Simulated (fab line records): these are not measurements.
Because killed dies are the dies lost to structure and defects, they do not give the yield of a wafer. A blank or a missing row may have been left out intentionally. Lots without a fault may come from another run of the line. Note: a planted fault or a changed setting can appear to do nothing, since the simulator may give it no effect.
Which of the tools did it? :: flow ritCmos :: 39 wafers from 13 lots sampled at 3 of the route's 202 steps

## WHAT EACH GAUGE READ, for each wafer
RIT_NRETRO_TW_MEAS_10. Usual: NRETRO_TW typically reads 1054, with standard deviation 8.1.
lot: L815
measured: day 2 07:38
on: filmMetro-04
NRETRO_TW: 1045 1053 1049
flag: 

lot: L816
measured: day 2 12:23
on: filmMetro-03
NRETRO_TW: 1066 1072 1068
flag: 

lot: L817
measured: day 2 17:35
on: filmMetro-04
NRETRO_TW: 1051 1046 1049
flag: 

lot: L821
measured: day 3 18:03
on: filmMetro-04
NRETRO_TW: 1042 1046 1047
flag: 

lot: L822
measured: day 3 21:29
on: filmMetro-02
NRETRO_TW: 1050 1042 1050
flag: 

lot: L823
measured: day 4 00:02
on: filmMetro-02
NRETRO_TW: 1058 1059 1058
flag: 

lot: L824
measured: day 4 08:17
on: filmMetro-02
NRETRO_TW: 31 31 31
flag: OFF

lot: L829
measured: day 5 09:30
on: filmMetro-02
NRETRO_TW: 1053 1049 1047
flag: 

lot: L830
measured: day 5 12:13
on: filmMetro-04
NRETRO_TW: 1047 1044 1043
flag: 

lot: L834
measured: day 6 15:28
on: filmMetro-04
NRETRO_TW: 1048 1044 1047
flag: 

lot: L835
measured: day 6 21:35
on: filmMetro-02
NRETRO_TW: 1054 1052 1059
flag: 

lot: L836
measured: day 7 02:34
on: filmMetro-02
NRETRO_TW: 1052 1056 1053
flag: 

lot: L838
measured: day 7 14:15
on: filmMetro-03
NRETRO_TW: 1058 1060 1059
flag: 

RIT_PRETRO_TW_MEAS_10. Usual: PRETRO_TW typically reads 471, with standard deviation 4.5.
lot: L815
measured: day 2 09:19
on: filmMetro-04
PRETRO_TW: 474 473 471
flag: 

lot: L816
measured: day 2 13:56
on: filmMetro-02
PRETRO_TW: 475 475 478
flag: 

lot: L817
measured: day 2 19:08
on: filmMetro-01
PRETRO_TW: 468 471 468
flag: 

lot: L821
measured: day 3 19:43
on: filmMetro-01
PRETRO_TW: 465 464 467
flag: 

lot: L822
measured: day 3 23:18
on: filmMetro-01
PRETRO_TW: 468 465 465
flag: 

lot: L823
measured: day 4 01:44
on: filmMetro-02
PRETRO_TW: 476 474 478
flag: 

lot: L824
measured: day 4 09:50
on: filmMetro-01
PRETRO_TW: 61 54 58
flag: OFF

lot: L829
measured: day 5 11:03
on: filmMetro-02
PRETRO_TW: 474 476 476
flag: 

lot: L830
measured: day 5 13:46
on: filmMetro-01
PRETRO_TW: 467 465 467
flag: 

lot: L834
measured: day 6 17:09
on: filmMetro-01
PRETRO_TW: 468 469 467
flag: 

lot: L835
measured: day 6 23:08
on: filmMetro-02
PRETRO_TW: 478 476 478
flag: 

lot: L836
measured: day 7 04:14
on: filmMetro-04
PRETRO_TW: 473 471 474
flag: 

lot: L838
measured: day 7 15:48
on: filmMetro-01
PRETRO_TW: 468 464 465
flag: 

## EACH LOT AND THE TOOL THAT RAN IT (in order: tool; ch and the chambers of the sampled wafers; start)
lot: L815
RIT_NWELL_STRIP_09: plasmaAsher-01 ch 0,1, day 1 22:17

lot: L816
RIT_NWELL_STRIP_09: plasmaAsher-04 ch 0,1, day 2 03:17

lot: L817
RIT_NWELL_STRIP_09: plasmaAsher-04 ch 0, day 2 07:49

lot: L821
RIT_NWELL_STRIP_09: plasmaAsher-04 ch 0,1, day 3 08:58

lot: L822
RIT_NWELL_STRIP_09: plasmaAsher-04 ch 0,1, day 3 11:33

lot: L823
RIT_NWELL_STRIP_09: plasmaAsher-03 ch 0,1, day 3 14:52

lot: L824
RIT_NWELL_STRIP_09: plasmaAsher-03 ch 0,1, day 3 23:26

lot: L829
RIT_NWELL_STRIP_09: plasmaAsher-01 ch 0,1, day 4 23:46

lot: L830
RIT_NWELL_STRIP_09: plasmaAsher-04 ch 0,1, day 5 03:37

lot: L834
RIT_NWELL_STRIP_09: plasmaAsher-03 ch 0,1, day 6 02:46

lot: L835
RIT_NWELL_STRIP_09: plasmaAsher-01 ch 0,1, day 6 08:52

lot: L836
RIT_NWELL_STRIP_09: plasmaAsher-03 ch 0,1, day 6 14:26

lot: L838
RIT_NWELL_STRIP_09: plasmaAsher-01 ch 0,1, day 7 03:49
- RIT_NWELL_STRIP_09: strips in O2, time 180 s.

## AS READ BY THE TOOLS THEMSELVES (means over the sampled wafers that have a number; for cases with no such wafer, the mark the record gives instead)
RIT_NWELL_STRIP_09. Usual: drypumpMotorCurrentA 5.9 A, standard deviation 0.48; runLengthS 208.3 s, standard deviation 0.33.
lot: L815
tool: plasmaAsher-01
drypumpMotorCurrentA (A): 5.2
runLengthS (s): 207.8
flag: 

lot: L816
tool: plasmaAsher-04
drypumpMotorCurrentA (A): 5.9
runLengthS (s): 208.2
flag: 

lot: L817
tool: plasmaAsher-04
drypumpMotorCurrentA (A): 5.8
runLengthS (s): 208.4
flag: 

lot: L821
tool: plasmaAsher-04
drypumpMotorCurrentA (A): 5.9
runLengthS (s): 208.3
flag: 

lot: L822
tool: plasmaAsher-04
drypumpMotorCurrentA (A): 5.8
runLengthS (s): 208.4
flag: 

lot: L823
tool: plasmaAsher-03
drypumpMotorCurrentA (A): 6.1
runLengthS (s): 208.3
flag: 

lot: L824
tool: plasmaAsher-03
drypumpMotorCurrentA (A): 6.2
runLengthS (s): 72.7
flag: OFF

lot: L829
tool: plasmaAsher-01
drypumpMotorCurrentA (A): 5.1
runLengthS (s): 208.0
flag: 

lot: L830
tool: plasmaAsher-04
drypumpMotorCurrentA (A): 5.9
runLengthS (s): 208.0
flag: 

lot: L834
tool: plasmaAsher-03
drypumpMotorCurrentA (A): 6.1
runLengthS (s): 208.5
flag: 

lot: L835
tool: plasmaAsher-01
drypumpMotorCurrentA (A): 5.6
runLengthS (s): 208.2
flag: 

lot: L836
tool: plasmaAsher-03
drypumpMotorCurrentA (A): 6.1
runLengthS (s): 208.4
flag: 

lot: L838
tool: plasmaAsher-01
drypumpMotorCurrentA (A): 5.1
runLengthS (s): 207.9
flag: 

## THE ANSWER, worked out from the rows above alone
Rule: take the mean of a lot's wafers that have a number; if it is more than 3 standard deviations from the usual mean, the lot is off. A lot without any number at a reading at which 4 lots or more have one is off too. The other lots that the step has rows for count as sound. After the gauges, taken in route order, come the tools' own readings; for these a lot's mean is taken, as printed above. The first step at which some lot is off is used, and at that step the reading that is off furthest; a lot without a number counts as furthest.
Off: at RIT_NRETRO_TW_MEAS_10 (NRETRO_TW), L824.
A tool fits if, at a process step before that reading, it ran every lot that is off, and no sound lot after the first of them. Not tried: the gauges at RIT_NRETRO_TW_MEAS_10; whatever is off there is also off at RIT_PRETRO_TW_MEAS_10, on other tools, and gauge error can't account for it. None of those tried fits.

## WHAT THE SIMULATOR HAD INSERTED
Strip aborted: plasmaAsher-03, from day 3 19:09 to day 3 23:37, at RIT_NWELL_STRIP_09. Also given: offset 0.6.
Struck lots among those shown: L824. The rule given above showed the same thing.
